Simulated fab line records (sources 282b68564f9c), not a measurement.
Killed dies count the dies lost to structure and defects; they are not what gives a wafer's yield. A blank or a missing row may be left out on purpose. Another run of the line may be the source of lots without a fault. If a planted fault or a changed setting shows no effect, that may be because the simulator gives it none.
Code-filled problem report in 8D (eight disciplines) form ; flow rit_cmos ; the parts of the form that need people (team, actions taken, sign-off) are left out

== 1. WHAT IS WRONG ==
Wafers without a fault read 208.5 s with a standard deviation of 0.45, while run_length_s at RIT_PSD_STRIP_09 averages 117.3 s across 3 wafers of 1 lot. That is -99 or more standard deviations from the usual mean.
The step: strips in O2, time 180 s.
Earliest sighting: wafer L446.2 on plasma_asher-01 at day 4 05:20. The record holds 39 wafers of 13 lots with a number at this step. Rule for "out" (also "out of limits"): further than 4 standard deviations from the usual mean. The rest of the wafers with a number are treated as sound.

== 2. WHAT IT IS AND WHAT IT IS NOT ==
question;is;is not
which readings at this step;run_length_s;drypump_motor_current_A
which lots;L446;L442, L444, L453, L456, L457, L459, L460, L461, L462, L463, L464, L465
which wafers of those lots;all that have a number;-
read on which tools;plasma_asher-01;plasma_asher-02, plasma_asher-03
when;from day 4 05:20;"up to then (6 sound wafers); but 30 sound wafers of L453, L456, L457, L459, L460, L461, L462, L463, L464, L465 came after"

== 3. THE SUSPECTS, EACH WITH WHAT RULES IT OUT ==
Counting: a tool stays on the suspect list if, at a process step up to the reading, it processed all lots that are out and no sound lot following the first of them.
- plasma_asher-01 at RIT_PSD_STRIP_09 (strips in O2, time 180 s): ruled out as a lasting fault. After its first lot that is out, L446 (day 4 05:20), sound lots L457, L464 ran on it.
Left after counting: nothing in the record.

== 4. THE CAUSE (what the simulator had put in) ==
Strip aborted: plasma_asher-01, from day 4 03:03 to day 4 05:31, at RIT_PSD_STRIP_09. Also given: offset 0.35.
Counting ruled it out, wrongly.

== 5. THE CHAIN OF EFFECTS, in route order ==
Each row: a reading where the mean over the struck wafers with a number is more than 3 standard deviations away from the usual. Scope: only readings with a usual standard deviation given in the record; hours: median across lots of the time from each lot's start at the first step in this table that gives one to its start at this step; sigmas: change in usual standard deviations.
hours;step;reading;usual;on struck wafers;change;sigmas
0;RIT_PSD_STRIP_09;run_length_s;208.5 s;117.3;-91.2;-99 or more
8;RIT_M1_PROBE_99;killed_at_front_end;7;264;+257;+86
8;RIT_M1_PROBE_99;killed_dies;7;264;+257;+86
8;RIT_M1_PROBE_99;killed_on_rim;2;70;+68;+49
Its process steps:
- RIT_PSD_STRIP_09: strips in O2, time 180 s.
- RIT_M1_PROBE_99

== 6. HOW IT WOULD HAVE BEEN CAUGHT EARLIER ==
In this record the first reading out of limits was taken at day 4 05:20, 2 hours after the fault began at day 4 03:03.
